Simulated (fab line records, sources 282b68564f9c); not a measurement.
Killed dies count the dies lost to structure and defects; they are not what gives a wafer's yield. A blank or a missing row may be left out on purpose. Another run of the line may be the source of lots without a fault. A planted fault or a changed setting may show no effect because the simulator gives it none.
Struck lot and sound lot, side by side + flow rit_cmos + 17 out of 202 route steps
Sound: these wafers, L268.1, L268.5, L268.6. Struck: wafers L281.2, L281.3, L281.4. The cause is given at the end.
At each step with rows: each side's tool, then ch and its chambers, then its first start. Under that, the readings that differ: sound wafers + struck wafers + difference of the means + sigmas: that difference in standard deviations of wafers without a fault.
alike: readings whose means differ by less than 2 such deviations, and words and numbers that are the same on both sides. not compared: withheld readings, readings that some wafer has no value for, bounds like >300 that may hide the same value, and numbers for which the record gives no deviation and whose values overlap.
The two part at a step that has a row with sigmas, a row that says differs or no value, or rows on one side only. Numbers that have no deviation but don't overlap get no sigmas and don't part them. Lack of a reading on every wafer of one side parts them only where that side has two or more wafers.

first, 1 step without rows for these wafers: RIT_PLDD_IMPLANT_08.
RIT_PLDD_STRIP_09: strips in O2, time 180 s.
  sound on plasma_asher-04 ch 0,1, day 4 17:51; struck on plasma_asher-01 ch 0,1, day 7 06:16
  alike: drypump_motor_current_A, rf_refl_power_W
  not compared: rf_hours_counter_h
RIT_PLDD_TW_MEAS_10:
  sound on film_metro-04 at day 4 18:01; struck on film_metro-02 at day 7 06:27
  alike: PLDD_TW
then, 4 steps without rows for these wafers: RIT_SPACER_CLEAN_00 (cleans in SC1, time 600 s); RIT_SPACER_CLEAN_01 (cleans in dHF, time 30 s); RIT_SPACER_CLEAN_02 (cleans in SC2, time 600 s); RIT_SPACER_CVD_03 (deposits Si3N4 from SiH2Cl2/NH3, target thk 250 nm, time 3300 s).
RIT_SPACER_THK_MEAS_04:
  sound on film_metro-01 at day 4 20:24; struck on film_metro-04 at day 7 08:49
  alike: SPACER_NITRIDE_THK
RIT_SPACER_ETCHBACK_05: etches Si3N4 in SF6/CHF3, stops on SiO2, target depth 250 nm, time 240 s.
  sound on rie_diel-01 ch 0,1,2, day 4 20:28; struck on rie_diel-01 ch 0,2,3, day 7 08:52
  alike: drypump_motor_current_A, oes_product_au, throttle_valve_pct
  not compared: rf_hours_counter_h
then, 3 steps without rows for these wafers: RIT_NSD_HMDS_00 (prime time 60 s); RIT_NSD_COAT_01 (resist thk 1000 nm); RIT_NSD_SOFTBAKE_02 (time 60 s).
RIT_NSD_EXPOSE_03: exposes mask M9, target cd 40700 nm.
  sound on iline_stepper-02 ch 0, day 4 21:11; struck on iline_stepper-01 ch 0, day 7 09:43
| reading                     | sound                   | struck         | difference | sigmas |
|-----------------------------|-------------------------|----------------|------------|--------|
| model.NSD.overlay_x_nm (nm) | 0.04648 0.04648 0.04648 | 6704 6704 6704 | +6704      |        |
  alike: mask
then, 2 steps without rows for these wafers: RIT_NSD_PEB_04; RIT_NSD_DEVELOP_05 (develop time 50 s).
RIT_NSD_OVL_MEAS_06:
  sound on overlay-01 at day 4 21:35; struck on overlay-01 at day 7 10:18
| reading      | sound       | struck | difference                    | sigmas |
|--------------|-------------|--------|-------------------------------|--------|
| NSD_OVL (nm) | 1.5 1.4 0.3 | - - -  | no value on the struck wafers |        |
  not compared: hold
RIT_M1_PROBE_99:
  the record holds rows for the sound wafers here (prober-01, day 5 07:39) but none for the struck ones

## WHERE THEY PART
Last at RIT_M1_PROBE_99 as far as this record goes, first at RIT_NSD_OVL_MEAS_06.

WHY: the cause the simulator had injected
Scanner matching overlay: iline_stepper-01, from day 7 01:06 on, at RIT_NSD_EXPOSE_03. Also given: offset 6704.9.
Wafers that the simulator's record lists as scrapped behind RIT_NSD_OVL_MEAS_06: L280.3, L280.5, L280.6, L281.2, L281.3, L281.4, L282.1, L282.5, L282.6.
